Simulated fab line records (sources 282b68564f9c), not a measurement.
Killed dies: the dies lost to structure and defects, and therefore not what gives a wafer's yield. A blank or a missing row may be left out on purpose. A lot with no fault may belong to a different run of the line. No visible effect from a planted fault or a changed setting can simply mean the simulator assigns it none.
Struck lot and sound lot, side by side + flow rit_cmos + 16 out of 202 route steps
Sound: these wafers, L507.1, L507.3, L507.6. Wafers struck: L526.2, L526.4, L526.5. Last of all comes the cause.
Each step with rows lists, per side, the tool, then ch with its chambers, then its first start. Under that, the readings that differ: sound wafers + struck wafers + difference of the means + sigmas: that difference in standard deviations of wafers without a fault.
alike: same words and numbers on both sides, and readings whose means sit less than 2 such deviations apart. not compared: any withheld reading, any reading some wafer has no value for, any bound like >300 that may hide the same value, and any number with overlapping values for which the record gives no deviation.
The two part at a step that has a row with sigmas, a row that says differs or no value, or rows on one side only. Numbers that don't overlap but have no deviation are shown without sigmas and don't part them. A reading that every wafer of one side lacks parts them only if that side has two wafers or more.

RIT_CONTACT_STRIP_12: strips in O2, time 180 s.
  sound on plasma_asher-04 ch 0,1, day 3 19:51; struck on plasma_asher-02 ch 0,1, day 7 20:17
  alike: drypump_motor_current_A
  not compared: rf_hours_counter_h
RIT_CONTACT_CD_MEAS_90 targets a cd of 1000 nm.
  sound: cd_sem-01 at day 3 20:01; struck: cd_sem-02 at day 7 20:29
  alike: cd_nm
then, 2 steps without rows for these wafers: RIT_CONTACT_CLEAN_13 (cleans in SC1, time 600 s); RIT_CONTACT_CLEAN_14 (cleans in SC2, time 600 s).
RIT_M1_SPUTTER_00: material Al, target thk 400 nm, time 500 s.
  sound: pvd_sputter-03 at day 3 20:29; struck: pvd_sputter-01 at day 7 20:56
| reading                | sound          | struck         | difference | sigmas |
|------------------------|----------------|----------------|------------|--------|
| throttle_valve_pct (%) | 30.3 31.2 31.2 | 30.0 28.8 29.0 | -1.6       | -2     |
RIT_M1_RS_MEAS_01: measures by four-point-probe.
  sound: film_metro-02 at day 3 20:47; struck: film_metro-04 at day 7 21:15
  alike: M1_AL_RS
RIT_M1_THK_MEAS_02: measures by xrf.
  sound: film_metro-02 at day 3 20:55; struck: film_metro-04 at day 7 21:22
  alike: M1_AL_THK
then, 5 steps without rows for these wafers: RIT_M1_HMDS_03 (prime time 60 s); RIT_M1_COAT_04 (resist thk 1300 nm); RIT_M1_SOFTBAKE_05 (time 60 s); RIT_M1_EXPOSE_06 (exposes mask M12, target cd 2600 nm); RIT_M1_PEB_07.
RIT_M1_DEVELOP_08: develop time 68 s.
  sound on litho_track-03 ch 0, day 3 21:00; struck on litho_track-02 ch 0, day 7 22:00
RIT_M1_CD_MEAS_09 targets a cd of 2600 nm.
  sound: cd_sem-02 at day 3 21:58; struck: cd_sem-01 at day 7 22:22
| reading    | sound                | struck               | difference | sigmas |
|------------|----------------------|----------------------|------------|--------|
| cd_nm (nm) | 2599.3 2596.6 2596.9 | 2588.5 2590.0 2589.0 | -8.4       | -4     |
RIT_M1_OVL_MEAS_10:
  sound: overlay-01 at day 3 22:07; struck: overlay-01 at day 7 22:28
  alike: M1_OVL
RIT_M1_PROBE_99:
  rows exist in the record for the sound wafers here (prober-02, day 4 00:38), none for the struck ones

== WHERE THEY PART ==
First at RIT_M1_SPUTTER_00; last, within this record, at RIT_M1_PROBE_99.

WHY: whatever the simulator had introduced
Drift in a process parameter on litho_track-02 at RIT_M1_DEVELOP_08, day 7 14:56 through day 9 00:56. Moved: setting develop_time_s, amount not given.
